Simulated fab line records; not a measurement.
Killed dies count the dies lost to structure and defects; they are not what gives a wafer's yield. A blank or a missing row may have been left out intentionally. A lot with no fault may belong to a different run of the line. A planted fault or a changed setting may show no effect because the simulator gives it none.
Struck lot and sound lot, side by side :: flow berkeley-cmos170 :: 14 out of 331 route steps
Sound: the wafers L393.1, L393.2, L393.6. Struck: wafer L400.3; the same lot's L400.2 was not struck, so it is left out; see the end for the cause.
For every step that has rows: the tool of each side, followed by ch and its chambers, followed by its first start. Under that, the readings that differ: sound wafers :: struck wafers :: difference of the means :: sigmas: that difference in standard deviations of wafers without a fault.
alike: a reading whose means differ by less than 2 such deviations, as well as words and numbers matching on both sides. not compared: withheld readings; readings where some wafer has no value; bounds like >300 that might hide an equal value; numbers whose values overlap and for which the record gives no deviation.
A row with sigmas, a row that says differs or no value, or rows on one side alone: a step with any of these is where the two part. Numbers that have no deviation but don't overlap get no sigmas and don't part them. A reading missing from all wafers of one side parts the sides only when that side holds two or more wafers.

first, 2 steps without rows for these wafers: UCB170_NLDD_PEB_04; UCB170_NLDD_DEVELOP_05 (develop time 45 s).
UCB170_NLDD_CD_MEAS_06: target cd 1200 nm.
  sound: cd-sem-01 at day 7 23:35; struck: cd-sem-02 at day 9 14:43
  alike: cd-nm
UCB170_NLDD_OVL_MEAS_07:
  sound: overlay-01 at day 7 23:43; struck: overlay-02 at day 9 14:50
  alike: NLDD_OVL
then, 2 steps without rows for these wafers: UCB170_NLDD_IMPLANT_08; UCB170_NLDD_IMPLANT_09.
UCB170_NLDD_STRIP_10: strips in O2.
  sound on plasma-asher-04 ch 0,1, day 8 00:03; struck on plasma-asher-03 ch 0, day 9 15:10
reading: drypump-motor-current-A (A)
sound: 5.34 5.01 4.99
struck: 5.70
difference: +0.59
sigmas: +3
  alike: oes-product-au, strip-time-to-endpoint-s
  not compared: rf-hours-counter-h
UCB170_NLDD_TW_MEAS_11:
  sound: film-metro-04 at day 8 00:10; struck: film-metro-01 at day 9 15:16
reading: NLDD_TW
sound: 2263 2261 2267
struck: 2184
difference: -80
sigmas: -2
then, 1 step without rows for these wafers: UCB170_NLDD_CLEAN_12 (cleans in SPM, time 600 s).
UCB170_SPACER_CVD_00: deposits SiO2 from TEOS/O2, target thk 376 nm, time 47 s.
  sound on pecvd-04 ch 0,1, day 8 00:24; struck on pecvd-02 ch 1, day 9 15:29
  alike: heater-power-w
UCB170_SPACER_THK_MEAS_01:
  sound: film-metro-04 at day 8 00:26; struck: film-metro-04 at day 9 15:33
  alike: SPACER_TEOS_THK
then, 1 step without rows for these wafers: UCB170_SPACER_ANNEAL_02 (time 1800 s).
UCB170_SPACER_ETCHBACK_03: etches SiO2 in CHF3/CF4/Ar, stops on Si, target depth 376 nm, time 100 s.
  sound on rie-diel-04 ch 0,2,3, day 8 03:19; struck on rie-diel-04 ch 0, day 9 21:04
reading: oes-product-au (a.u.)
sound: 0.899 0.888 0.912
struck: 0.760
difference: -0.140
sigmas: -9

reading: model.etch.depth-nm (nm)
sound: 373.9 372.8 373.7
struck: 299.2
difference: -74.3
sigmas: 
  alike: CHF3_flow_sccm, drypump-motor-current-A, throttle-valve-pct
  not compared: rf-hours-counter-h
then, 1 step without rows for these wafers: UCB170_PSD_HMDS_00 (prime time 60 s).

WHERE THEY PART
Earliest at UCB170_NLDD_STRIP_10; latest, in this record, at UCB170_SPACER_ETCHBACK_03.

WHY: whatever the simulator had introduced
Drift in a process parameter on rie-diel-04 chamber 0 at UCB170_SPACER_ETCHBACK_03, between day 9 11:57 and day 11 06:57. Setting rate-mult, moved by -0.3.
